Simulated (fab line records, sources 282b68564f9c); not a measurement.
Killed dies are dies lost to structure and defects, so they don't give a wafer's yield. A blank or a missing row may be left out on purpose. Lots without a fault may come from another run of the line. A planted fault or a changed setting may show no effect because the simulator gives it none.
Which tool did it? | flow rit_cmos | 14 lots, 42 wafers sampled, at 6 steps of a route of 202

WHAT THE GAUGES READ, wafer by wafer
RIT_ACTIVE_THK_MEAS_04.
lot  | measured    | on            | ACTIVE_NITRIDE_THK (nm)
L506 | day 1 18:32 | film_metro-02 | 149.7 149.2 148.2
L507 | day 1 23:33 | film_metro-01 | 149.3 151.1 149.0
L508 | day 2 04:32 | film_metro-02 | 152.7 152.8 152.3
L509 | day 2 09:32 | film_metro-01 | 151.4 151.7 150.6
L510 | day 2 14:32 | film_metro-01 | 149.2 151.3 149.8
L513 | day 3 05:32 | film_metro-03 | 151.5 151.0 152.1
L514 | day 3 10:50 | film_metro-03 | 150.8 151.2 151.1
L517 | day 4 01:32 | film_metro-02 | 151.7 151.1 151.4
L518 | day 4 07:36 | film_metro-03 | 147.0 146.6 148.0
L519 | day 4 11:33 | film_metro-03 | 151.6 151.3 150.4
L522 | day 5 02:33 | film_metro-02 | 148.6 148.0 149.3
L524 | day 5 12:32 | film_metro-02 | 149.0 148.4 149.1
L526 | day 5 22:32 | film_metro-02 | 149.8 149.8 147.3
L527 | day 6 03:32 | film_metro-02 | 148.6 149.5 150.9

RIT_PRETRO_OVL_MEAS_06.
lot  | measured    | on         | PRETRO_OVL (nm)
L506 | day 2 12:08 | overlay-02 | -2.8 0.2 0.0
L507 | day 2 18:19 | overlay-01 | -0.3 0.6 2.6
L508 | day 2 22:55 | overlay-02 | 0.5 -0.1 1.2
L509 | day 3 04:05 | overlay-01 | -0.5 1.2 0.9
L510 | day 3 11:07 | overlay-01 | 1.1 -1.0 0.3
L513 | day 3 23:52 | overlay-02 | 1.3 -1.2 -1.6
L514 | day 4 03:52 | overlay-01 | -1.1 0.1 -0.2
L517 | day 4 20:20 | overlay-01 | -1.8 -1.5 -0.3
L518 | day 5 00:39 | overlay-02 | 0.2 0.0 -0.1
L519 | day 5 04:43 | overlay-02 | 0.7 -1.8 -0.2
L522 | day 5 19:20 | overlay-02 | 0.0 1.0 0.9
L524 | day 6 06:10 | overlay-01 | 0.2 -1.4 1.9
L526 | day 6 16:28 | overlay-01 | -0.6 2.1 1.3
L527 | day 6 20:50 | overlay-02 | 1.7 1.0 1.2

RIT_M1_RS_MEAS_01: measures by four-point-probe.
lot  | measured    | on            | M1_AL_RS (ohm/sq)
L506 | day 3 11:10 | film_metro-02 | 0.0727 0.0749 0.0741
L507 | day 3 20:19 | film_metro-03 | 0.0732 0.0725 0.0721
L508 | day 3 21:43 | film_metro-01 | 0.0737 0.0722 0.0742
L509 | day 4 01:42 | film_metro-02 | 0.0740 0.0734 0.0737
L510 | day 4 09:53 | film_metro-03 | 0.0722 0.0741 0.0745
L513 | day 4 23:28 | film_metro-01 | 0.0727 0.0717 0.0726
L514 | day 5 02:39 | film_metro-03 | 0.0743 0.0726 0.0732
L517 | day 5 20:13 | film_metro-03 | 0.0726 0.0722 0.0723
L518 | day 5 23:26 | film_metro-02 | 0.0728 0.0756 0.0747
L519 | day 6 05:29 | film_metro-02 | 0.0729 0.0711 0.0724
L522 | day 6 17:00 | film_metro-02 | 0.0655 0.0666 0.0650
L524 | day 7 06:18 | film_metro-03 | 0.0659 0.0656 0.0657
L526 | day 7 14:20 | film_metro-01 | 0.0666 0.0655 0.0661
L527 | day 7 20:10 | film_metro-01 | 0.0740 0.0740 0.0741

RIT_M1_THK_MEAS_02: measures by xrf.
lot  | measured    | on            | M1_AL_THK (nm)
L506 | day 3 11:17 | film_metro-02 | 397 384 388
L507 | day 3 20:26 | film_metro-03 | 397 400 402
L508 | day 3 21:50 | film_metro-01 | 395 403 394
L509 | day 4 01:49 | film_metro-02 | 390 394 391
L510 | day 4 10:01 | film_metro-03 | 400 389 389
L513 | day 4 23:35 | film_metro-01 | 402 407 403
L514 | day 5 02:45 | film_metro-03 | 392 402 398
L517 | day 5 20:19 | film_metro-03 | 399 401 402
L518 | day 5 23:33 | film_metro-02 | 396 382 386
L519 | day 6 05:35 | film_metro-02 | 397 405 401
L522 | day 6 17:06 | film_metro-02 | 441 435 445
L524 | day 7 06:25 | film_metro-03 | 440 442 441
L526 | day 7 14:27 | film_metro-01 | 436 444 442
L527 | day 7 20:16 | film_metro-01 | 396 393 391

RIT_M1_CD_MEAS_09: target cd 2600 nm.
lot  | measured    | on        | cd_nm (nm)
L506 | day 3 12:13 | cd_sem-01 | 2599.1 2599.0 2600.3
L507 | day 3 21:31 | cd_sem-01 | 2597.5 2597.1 2598.5
L508 | day 3 22:46 | cd_sem-02 | 2602.6 2600.2 2600.2
L509 | day 4 02:53 | cd_sem-01 | 2597.8 2598.5 2599.2
L510 | day 4 11:05 | cd_sem-02 | 2600.8 2599.1 2598.4
L513 | day 5 00:53 | cd_sem-02 | 2598.0 2597.8 2595.3
L514 | day 5 03:50 | cd_sem-01 | 2597.3 2596.9 2599.4
L517 | day 5 21:27 | cd_sem-02 | 2596.0 2599.5 2598.1
L518 | day 6 00:37 | cd_sem-01 | 2600.2 2602.9 2601.1
L519 | day 6 06:42 | cd_sem-02 | 2601.7 2598.6 2600.9
L522 | day 6 18:11 | cd_sem-02 | 2599.5 2599.5 2601.6
L524 | day 7 07:26 | cd_sem-02 | 2599.5 2603.1 2600.6
L526 | day 7 15:23 | cd_sem-02 | 2602.5 2601.2 2599.7
L527 | day 7 21:13 | cd_sem-02 | 2600.5 2597.6 2599.8

WHICH TOOL RAN EACH LOT (tool, then ch and the chambers of the sampled wafers, then the start)
lot  | RIT_M1_SPUTTER_00
L506 | pvd_sputter-02, day 3 10:52
L507 | pvd_sputter-04, day 3 20:01
L508 | pvd_sputter-02, day 3 21:25
L509 | pvd_sputter-03, day 4 01:25
L510 | pvd_sputter-02, day 4 09:36
L513 | pvd_sputter-03, day 4 23:11
L514 | pvd_sputter-02, day 5 02:19
L517 | pvd_sputter-04, day 5 19:53
L518 | pvd_sputter-02, day 5 23:08
L519 | pvd_sputter-04, day 6 05:09
L522 | pvd_sputter-02, day 6 16:40
L524 | pvd_sputter-02, day 7 06:01
L526 | pvd_sputter-02, day 7 14:02
L527 | pvd_sputter-03, day 7 19:51
- RIT_M1_SPUTTER_00: material Al, target thk 400 nm, time 500 s.

WHAT THE TOOLS THEMSELVES READ (means of the sampled wafers that have a number; where no wafer has one, the mark that the record gives instead)
RIT_M1_SPUTTER_00.
lot  | tool           | throttle_valve_pct (%)
L506 | pvd_sputter-02 | 30.1
L507 | pvd_sputter-04 | 29.4
L508 | pvd_sputter-02 | 30.3
L509 | pvd_sputter-03 | 28.9
L510 | pvd_sputter-02 | 30.1
L513 | pvd_sputter-03 | 29.9
L514 | pvd_sputter-02 | 30.1
L517 | pvd_sputter-04 | 30.2
L518 | pvd_sputter-02 | 30.1
L519 | pvd_sputter-04 | 29.6
L522 | pvd_sputter-02 | 29.5
L524 | pvd_sputter-02 | 29.2
L526 | pvd_sputter-02 | 29.8
L527 | pvd_sputter-03 | 29.7

THE ANSWER, worked out from the rows above alone
Rule: what is usual is taken from the lots themselves. Put in order of their means at a reading, lots are off if they are a third of the lots or fewer, leave a main group of 4 or more, and stand apart from it by a gap of 3 or more times the standard deviation of the main group's means; of several such gaps the widest counts. A main group whose means are all the same, to the digits that the tables above print for the reading, isn't used. A lot without any number at a reading at which 4 lots or more have one is off too. The other lots that the step has rows for count as sound. The gauges are gone through in route order, then the tools' own readings, and for those a lot's mean is taken as printed above. The first step at which some lot is off is used, and at that step the reading that is off furthest; a lot without a number counts as furthest.
Off: L522, L524, L526, at RIT_M1_RS_MEAS_01 (M1_AL_RS). The main group: mean 0.0733 ohm/sq, standard deviation 0.00073.
A tool fits if, at a process step before that reading, it ran every lot that is off, and no sound lot after the first of them. The gauges at RIT_M1_RS_MEAS_01 are tried like those tools. One fits: pvd_sputter-02 at RIT_M1_SPUTTER_00. Its last sound lot is L518 (day 5 23:08), its first lot that is off L522 (day 6 16:40): a fault that began between those two fits.

WHAT THE SIMULATOR HAD PUT IN
Process parameter drift: pvd_sputter-02, from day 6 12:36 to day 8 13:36, at RIT_M1_SPUTTER_00. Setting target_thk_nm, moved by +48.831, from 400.
Lots struck among those shown: L522, L524, L526. The rule above found the same.
